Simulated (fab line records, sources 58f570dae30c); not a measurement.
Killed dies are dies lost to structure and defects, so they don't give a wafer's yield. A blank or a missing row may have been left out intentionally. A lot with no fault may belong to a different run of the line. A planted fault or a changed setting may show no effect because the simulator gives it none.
Matching of chambers | flow berkeley-cmos170 | UCB170_PWELL_ETCH_14 on rie-diel-01: 4 sister chambers
The step etches Si3N4 in CH3F/Ar/O2, stops on SiO2, target depth 242 nm, time 151 s. 16 wafers are shown with their chamber, then 8 later ones without.

WAFERS, EACH WITH ITS CHAMBER
wafer  | chamber | drypump-motor-current-A (A) | throttle-valve-pct (%) | oes-product-au (a.u.)
L524.1 | 2       | 5.75                        | 8.01                   | 0.933
L524.2 | 3       | 5.53                        | 8.25                   | 0.956
L524.6 | 3       | 5.58                        | 8.26                   | 0.937
L525.3 | 2       | 5.76                        | 8.00                   | 0.931
L525.4 | 3       | 5.54                        | 8.25                   | 0.933
L525.6 | 1       | 5.24                        | 8.16                   | 0.951
L527.1 | 0       | 4.90                        | 7.94                   | 0.945
L527.3 | 2       | 5.73                        | 8.03                   | 0.951
L527.5 | 1       | 5.24                        | 8.17                   | 0.956
L528.2 | 0       | 4.92                        | 7.93                   | 0.936
L528.3 | 1       | 5.25                        | 8.15                   | 0.934
L528.5 | 1       | 5.25                        | 8.16                   | 0.948
L530.3 | 2       | 5.74                        | 8.02                   | 0.934
L530.4 | 0       | 4.91                        | 7.94                   | 0.943
L530.6 | 1       | 5.24                        | 8.17                   | 0.951
L531.2 | 0       | 4.90                        | 7.94                   | 0.930

SIGNATURES (means of the wafers above)
reading                 | chamber 0 | chamber 1 | chamber 2 | chamber 3 | scatter within a chamber
drypump-motor-current-A | 4.9075    | 5.2440    | 5.7450    | 5.5500    | 0.0138
throttle-valve-pct      | 7.9375    | 8.1620    | 8.0150    | 8.2533    | 0.00876
oes-product-au          | 0.93850   | 0.94800   | 0.93725   | 0.94200   | 0.00903
Rule: distance of a wafer from a chamber = root of the sum over the readings of ((wafer's reading minus chamber's mean) / reading's scatter) squared. The wafer belongs to the nearest chamber; if the next one is less than 2 further off, it can't be placed. The scatter: the root of (the sum of the squares of (reading less its chamber's mean) over the shown wafers, divided by (wafers less chambers)).

WAFERS WHOSE CHAMBER IS MISSING
wafer  | drypump-motor-current-A (A) | throttle-valve-pct (%) | oes-product-au (a.u.)
L531.4 | 5.21                        | 8.16                   | 0.951
L531.6 | 5.23                        | 8.16                   | 0.952
L544.2 | 5.73                        | 8.01                   | 0.934
L544.4 | 4.90                        | 7.94                   | 0.937
L544.5 | 5.56                        | 8.24                   | 0.952
L545.1 | 5.55                        | 8.23                   | 0.948
L545.4 | 5.71                        | 8.01                   | 0.942
L545.6 | 4.92                        | 7.95                   | 0.924

CHAMBER TAKEN BY EACH
wafer  | from the rows above | in truth
L531.4 | 1                   | 1
L531.6 | 1                   | 1
L544.2 | 2                   | 2
L544.4 | 0                   | 0
L544.5 | 3                   | 3
L545.1 | 3                   | 3
L545.4 | 2                   | 2
L545.6 | 0                   | 0
8 of 8 placed correctly. Number that these rows cannot place: 0. Placed wrongly: 0.
